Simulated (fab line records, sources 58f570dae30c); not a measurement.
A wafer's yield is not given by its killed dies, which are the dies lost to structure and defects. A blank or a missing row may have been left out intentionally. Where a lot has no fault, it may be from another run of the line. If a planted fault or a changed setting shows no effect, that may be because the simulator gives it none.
fab line records	flow berkeley-cmos170
record: lots: 15	wafers: 45	last-day: 11
route steps=331 shown NVT@113 PVT@123 PLDD@156 NLDD@159
lots that met no fault: from a run of the same line without faults
start-h: the number of hours between the record's first day and the start of the first shown wafer of the lot	wait-h: hours elapsed since this lot's preceding step	" unchanged from the row above	L1.1+2: a single row standing in for several wafers	- value missing, or start not given	* or withheld: withheld	< > ~ a bound
route shown NAME@n: NAME is a module with steps in the file, n the number in the route of the first one	usual: mean and standard deviation over wafers with no fault	same: alike in all rows	chamber/n: place in a boat	sites: each site's reading	_std_site: the standard deviation of these	_edge_site: outer sites' mean less inner sites'	radius-mm: for every site, how far away it sits from the centre of the wafer	mask NAME#n: copy n	behind: tool/chamber where the wafer was last shaped	hold: why the lot went on hold/how many hours it stayed there/how the hold came to an end	device: the n, p or np transistor that did not switch	end of line: tests run on the same wafers once the route is complete	step lacking rows: just its recipe	killed: count of dies lost to structure and defects at first sort (not the wafer's yield)	map: a wafer's dies, marking killed ones x, the rest . and places with no die _
set.NAME: the setting that was run; set.NAME@STEP: the one run at that earlier step	model.NAME: the simulator's own value behind a step, which no gauge read
one table for each step of the route and one row for each wafer, over a sample of lots
services: a tool's chamber out of use, with start hour (start-h, from the record's first day; less than 0 if before it), hours out, and reason
== steps ==
step: UCB170_NVT_TW_MEAS_09
usual: NVT_TW: 527/3.2
lot.wafer	tool	chamber	start-h	wait-h	NVT_TW
L514.1	film-metro-02	-	118.39	0.1	523
L514.3	"	-	"	"	522
L514.6	"	-	"	"	518
L513.2	film-metro-03	-	118.64	0.1	531
L513.5	"	-	"	"	528
L513.6	"	-	"	"	529
L517.1	film-metro-03	-	124.12	0.1	530
L517.2	"	-	"	"	529
L517.3	"	-	"	"	527
L515.2	film-metro-02	-	124.41	0.1	522
L515.5	"	-	"	"	524
L515.6	"	-	"	"	525
L516.2	film-metro-03	-	124.41	0.1	529
L516.4	"	-	"	"	528
L516.5	"	-	"	"	527
L523.2	film-metro-04	-	166.19	0.1	528
L523.3	"	-	"	"	527
L523.4	"	-	"	"	529
L527.3	film-metro-03	-	182.92	0.1	532
L527.5	"	-	"	"	532
L527.6	"	-	"	"	530
L525.4	film-metro-04	-	183.21	0.1	528
L525.5	"	-	"	"	529
L525.6	"	-	"	"	531
L530.3	film-metro-02	-	194.82	0.1	524
L530.4	"	-	"	"	523
L530.6	"	-	"	"	523
L531.1	film-metro-04	-	204.21	0.1	526
L531.4	"	-	"	"	528
L531.5	"	-	"	"	527
L533.4	film-metro-02	-	204.33	0.1	524
L533.5	"	-	"	"	523
L533.6	"	-	"	"	523
L532.4	film-metro-04	-	204.57	0.1	525
L532.5	"	-	"	"	528
L532.6	"	-	"	"	525
L534.2	film-metro-03	-	214.84	0.1	531
L534.4	"	-	"	"	534
L534.5	"	-	"	"	530
L535.3	film-metro-03	-	214.96	0.1	528
L535.5	"	-	"	"	528
L535.6	"	-	"	"	528
L536.1	film-metro-03	-	221.73	0.1	530
L536.2	"	-	"	"	530
L536.4	"	-	"	"	530
step: UCB170_PVT_STRIP_08
recipe: chemistry: O2	power-w: 400	pressure-mtorr: 3500	platen-temp-c: withheld	o2-flow-sccm: 400	overash-fraction: 0.5
usual: drypump-motor-current-A: 5.7/0.5	oes-product-au: 0.735/0.0045	strip-time-to-endpoint-s: 21.83/0.058
lot.wafer	tool	chamber	start-h	wait-h	drypump-motor-current-A	oes-product-au	rf-hours-counter-h	strip-time-to-endpoint-s
L514.1	plasma-asher-01	0	121.34	0.1	5.2	0.735	43	21.87
L514.3	"	1	"	"	5.6	0.729	-	21.82
L514.6	"	0	"	"	5.2	0.739	-	21.89
L513.2	plasma-asher-02	0	121.59	0.1	5.7	0.729	32	21.86
L513.5	"	0	"	"	5.7	0.737	-	21.82
L513.6	"	1	"	"	5.0	0.729	-	21.86
L517.1	plasma-asher-02	0	126.12	0.1	5.7	0.737	33	21.93
L517.2	"	1	"	"	5.0	0.735	33	21.88
L517.3	"	1	"	"	5.0	0.729	-	21.85
L515.2	plasma-asher-01	0	126.40	0.1	5.2	0.731	44	21.89
L515.5	"	0	"	"	5.2	0.729	-	21.83
L515.6	"	1	"	"	5.6	0.724	-	21.86
L516.2	plasma-asher-02	0	126.57	0.1	5.7	0.732	33	21.85
L516.4	"	1	"	"	5.0	0.735	-	21.92
L516.5	"	1	"	"	5.0	0.737	-	21.83
L523.2	plasma-asher-04	0	167.77	0.1	6.4	0.745	2	21.86
L523.3	"	0	"	"	6.4	0.732	-	21.85
L523.4	"	1	"	"	6.1	0.735	-	21.88
L527.3	plasma-asher-01	0	185.11	0.1	5.2	0.735	-	21.77
L527.5	"	1	"	"	5.6	0.741	-	21.89
L527.6	"	0	"	"	5.1	0.738	-	21.83
L525.4	plasma-asher-04	1	185.66	0.1	6.1	0.737	-	21.86
L525.5	"	1	"	"	6.1	0.739	-	21.86
L525.6	"	0	"	"	6.4	0.737	-	21.87
L530.3	plasma-asher-04	1	196.49	0.1	6.1	0.741	-	21.81
L530.4	"	0	"	"	6.4	0.734	-	21.80
L530.6	"	1	"	"	6.1	0.733	-	21.86
L531.1	plasma-asher-04	0	205.60	0.1	6.4	0.733	6	21.83
L531.4	"	0	"	"	6.4	0.731	-	21.82
L531.5	"	0	"	"	6.4	0.734	-	21.79
L533.4	plasma-asher-02	0	205.75	0.1	5.7	0.731	-	21.77
L533.5	"	0	"	"	5.7	0.729	-	21.85
L533.6	"	1	"	"	5.0	0.737	-	21.89
L532.4	plasma-asher-04	0	206.08	0.1	6.4	0.735	-	21.88
L532.5	"	0	"	"	6.5	0.739	-	21.85
L532.6	"	1	"	"	6.1	0.737	-	21.85
L534.2	plasma-asher-04	1	219.50	0.1	6.1	0.740	8	21.69
L534.4	"	1	"	"	6.1	0.733	-	21.76
L534.5	"	0	"	"	6.4	0.731	-	21.76
L535.3	plasma-asher-01	0	220.04	0.1	5.2	0.736	-	21.92
L535.5	"	1	"	"	5.6	0.735	-	21.94
L535.6	"	0	"	"	5.2	0.731	-	21.91
L536.1	plasma-asher-01	0	224.08	0.1	5.2	0.735	55	21.93
L536.2	"	1	"	"	5.5	0.732	55	21.89
L536.4	"	1	"	"	5.6	0.740	-	21.89
step: UCB170_PLDD_TW_MEAS_11
usual: PLDD_TW: 1012/5.5
lot.wafer	tool	chamber	start-h	wait-h	PLDD_TW
L514.1	film-metro-02	-	138.79	0.1	998
L514.3	"	-	"	"	1000
L514.6	"	-	"	"	1004
L517.1	film-metro-04	-	139.12	0.1	1021
L517.2	"	-	"	"	1013
L517.3	"	-	"	"	1020
L513.2	film-metro-01	-	139.16	0.1	1016
L513.5	"	-	"	"	1014
L513.6	"	-	"	"	1012
L515.2	film-metro-04	-	139.86	0.1	1012
L515.5	"	-	"	"	1023
L515.6	"	-	"	"	1019
L516.2	film-metro-02	-	139.98	0.1	1006
L516.4	"	-	"	"	1004
L516.5	"	-	"	"	1004
L523.2	film-metro-02	-	185.26	0.1	1010
L523.3	"	-	"	"	1004
L523.4	"	-	"	"	1009
L527.3	film-metro-02	-	199.21	0.1	1011
L527.5	"	-	"	"	1012
L527.6	"	-	"	"	1012
L525.4	film-metro-04	-	199.46	0.1	1020
L525.5	"	-	"	"	1017
L525.6	"	-	"	"	1011
L530.3	film-metro-01	-	213.29	0.1	1014
L530.4	"	-	"	"	1012
L530.6	"	-	"	"	1016
L532.4	film-metro-01	-	219.99	0.1	1011
L532.5	"	-	"	"	1010
L532.6	"	-	"	"	1009
L531.1	film-metro-02	-	220.14	0.1	1011
L531.4	"	-	"	"	1009
L531.5	"	-	"	"	1006
L533.4	film-metro-02	-	220.33	0.1	1010
L533.5	"	-	"	"	1007
L533.6	"	-	"	"	1007
L534.2	film-metro-01	-	235.35	0.1	1013
L534.4	"	-	"	"	1013
L534.5	"	-	"	"	1013
L535.3	film-metro-02	-	235.74	0.1	1010
L535.5	"	-	"	"	1009
L535.6	"	-	"	"	1011
L536.1	film-metro-04	-	237.36	0.1	1014
L536.2	"	-	"	"	1014
L536.4	"	-	"	"	1012
step: UCB170_NLDD_COAT_01
recipe: resist: KrF	spin-rpm: 1500	resist-thk-nm: 900
usual: chill-plate-temp-C: 22.99/0.11	dispense-pressure-kPa: 51.2/1.1
lot.wafer	tool	chamber	start-h	wait-h	chill-plate-temp-C	dispense-pressure-kPa
L514.1	litho-track-03	0	139.30	0.1	22.84	51.6
L514.3	"	0	"	"	22.91	51.5
L514.6	"	0	"	"	23.25	51.5
L517.1	litho-track-02	0	139.56	0.1	22.80	52.7
L517.2	"	0	"	"	22.96	52.7
L517.3	"	0	"	"	23.04	52.7
L513.2	litho-track-01	0	139.77	0.1	23.05	49.8
L513.5	"	0	"	"	23.12	49.8
L513.6	"	0	"	"	23.22	49.8
L515.2	litho-track-03	0	140.27	0.1	23.01	51.5
L515.5	"	0	"	"	23.07	51.5
L515.6	"	0	"	"	23.08	51.6
L516.2	litho-track-01	0	140.49	0.1	23.03	49.8
L516.4	"	0	"	"	23.08	49.8
L516.5	"	0	"	"	22.79	49.8
L523.2	litho-track-03	-	185.74	0.1	-	-
L523.3	"	-	"	"	-	-
L523.4	"	-	"	"	-	-
L527.3	litho-track-01	-	199.63	0.1	-	-
L527.5	"	-	"	"	-	-
L527.6	"	-	"	"	-	-
L525.4	litho-track-03	-	200.18	0.1	-	-
L525.5	"	-	"	"	-	-
L525.6	"	-	"	"	-	-
L530.3	litho-track-01	0	214.13	0.1	23.22	50.0
L530.4	"	0	"	"	23.11	49.9
L530.6	"	0	"	"	23.08	50.0
L532.4	litho-track-03	0	220.42	0.1	23.03	51.6
L532.5	"	0	"	"	22.98	51.6
L532.6	"	0	"	"	23.05	51.6
L531.1	litho-track-02	0	220.63	0.1	22.95	52.7
L531.4	"	0	"	"	22.89	52.7
L531.5	"	0	"	"	22.86	52.7
L533.4	litho-track-01	0	221.27	0.1	23.02	49.9
L533.5	"	0	"	"	22.84	50.0
L533.6	"	0	"	"	22.94	49.9
L534.2	litho-track-03	0	235.75	0.1	23.09	51.6
L534.4	"	0	"	"	22.99	51.6
L534.5	"	0	"	"	23.02	51.6
L535.3	litho-track-03	0	236.23	0.1	22.86	51.5
L535.5	"	0	"	"	22.91	51.6
L535.6	"	0	"	"	22.97	51.5
L536.1	litho-track-02	0	238.19	0.1	23.02	52.7
L536.2	"	0	"	"	23.04	52.7
L536.4	"	0	"	"	23.17	52.7
step: UCB170_NLDD_CD_MEAS_06
recipe: target-cd-nm: 1200
usual: cd-nm: 1200.5/1.5
lot.wafer	tool	chamber	start-h	wait-h	cd-nm
L514.1	cd-sem-02	-	140.13	-	1202.4
L514.3	"	-	"	"	1203.4
L514.6	"	-	"	"	1202.8
L517.1	cd-sem-01	-	140.32	-	1199.2
L517.2	"	-	"	"	1199.5
L517.3	"	-	"	"	1201.0
L513.2	cd-sem-02	-	140.45	-	1199.4
L513.5	"	-	"	"	1198.0
L513.6	"	-	"	"	1199.6
L515.2	cd-sem-01	-	141.18	-	1203.2
L515.5	"	-	"	"	1200.5
L515.6	"	-	"	"	1201.3
L516.2	cd-sem-02	-	141.29	-	1201.7
L516.4	"	-	"	"	1200.3
L516.5	"	-	"	"	1200.4
L523.2	cd-sem-01	-	186.55	-	-
L523.3	"	-	"	"	-
L523.4	"	-	"	"	-
L527.3	cd-sem-02	-	200.64	-	-
L527.5	"	-	"	"	-
L527.6	"	-	"	"	-
L525.4	cd-sem-02	-	201.32	-	-
L525.5	"	-	"	"	-
L525.6	"	-	"	"	-
L530.3	cd-sem-02	-	214.97	-	1198.7
L530.4	"	-	"	"	1198.4
L530.6	"	-	"	"	1198.2
L532.4	cd-sem-01	-	221.27	-	1201.1
L532.5	"	-	"	"	1200.4
L532.6	"	-	"	"	1201.5
L531.1	cd-sem-01	-	222.21	-	1198.4
L531.4	"	-	"	"	1199.0
L531.5	"	-	"	"	1199.6
L533.4	cd-sem-02	-	222.73	-	1201.4
L533.5	"	-	"	"	1201.0
L533.6	"	-	"	"	1201.2
L534.2	cd-sem-02	-	236.77	-	1200.9
L534.4	"	-	"	"	1200.6
L534.5	"	-	"	"	1202.4
L535.3	cd-sem-01	-	237.34	-	1198.9
L535.5	"	-	"	"	1199.6
L535.6	"	-	"	"	1200.9
L536.1	cd-sem-02	-	239.04	-	1199.9
L536.2	"	-	"	"	1199.1
L536.4	"	-	"	"	1199.0
== services ==
tool	chamber	start-h	hours	kind
plasma-asher-04	-	108.75	9.0	pm
plasma-asher-04	0	108.75	13.6	vent-cycle
plasma-asher-04	1	108.75	13.6	vent-cycle
plasma-asher-04	-	110.83	11.5	repair
plasma-asher-04	0	117.75	-	clean
plasma-asher-04	1	117.75	-	clean
plasma-asher-04	-	123.03	26.9	pm
plasma-asher-04	-	179.62	2.8	pm
== key ==
first-sign: step: UCB170_NLDD_COAT_01	reading: tool-record	direction: missing
effect: step: UCB170_NLDD_CD_MEAS_06	reading: cd-nm	direction: missing
met-at UCB170_NLDD_COAT_01
struck-lots L523,L525,L527
sort-left-out L523.2,L523.3,L523.4,L525.4,L525.5,L525.6,L527.3,L527.5,L527.6
tester-left-out L523,L525,L527
not-acting-at UCB170_NVT_TW_MEAS_09,UCB170_PVT_STRIP_08,UCB170_PLDD_TW_MEAS_11
onset-between 140.49 185.74
fault: kind: skipped-step-whole	tool: litho-track-01,litho-track-03	chamber: -	onset-h: 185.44	steps: UCB170_NLDD_COAT_01	scope: struck-lots-only
tester-left-out: of these lots the tester's yield and bins aren't shown, on N5 and GAA mostly nor the transistor test; their killed dies are dies lost to structure and defects alone, not to doping, threshold or leakage, so they don't give the yield
sort-left-out: the simulated sort isn't trusted on such a fault, so these wafers' sort isn't shown, and their yield isn't known
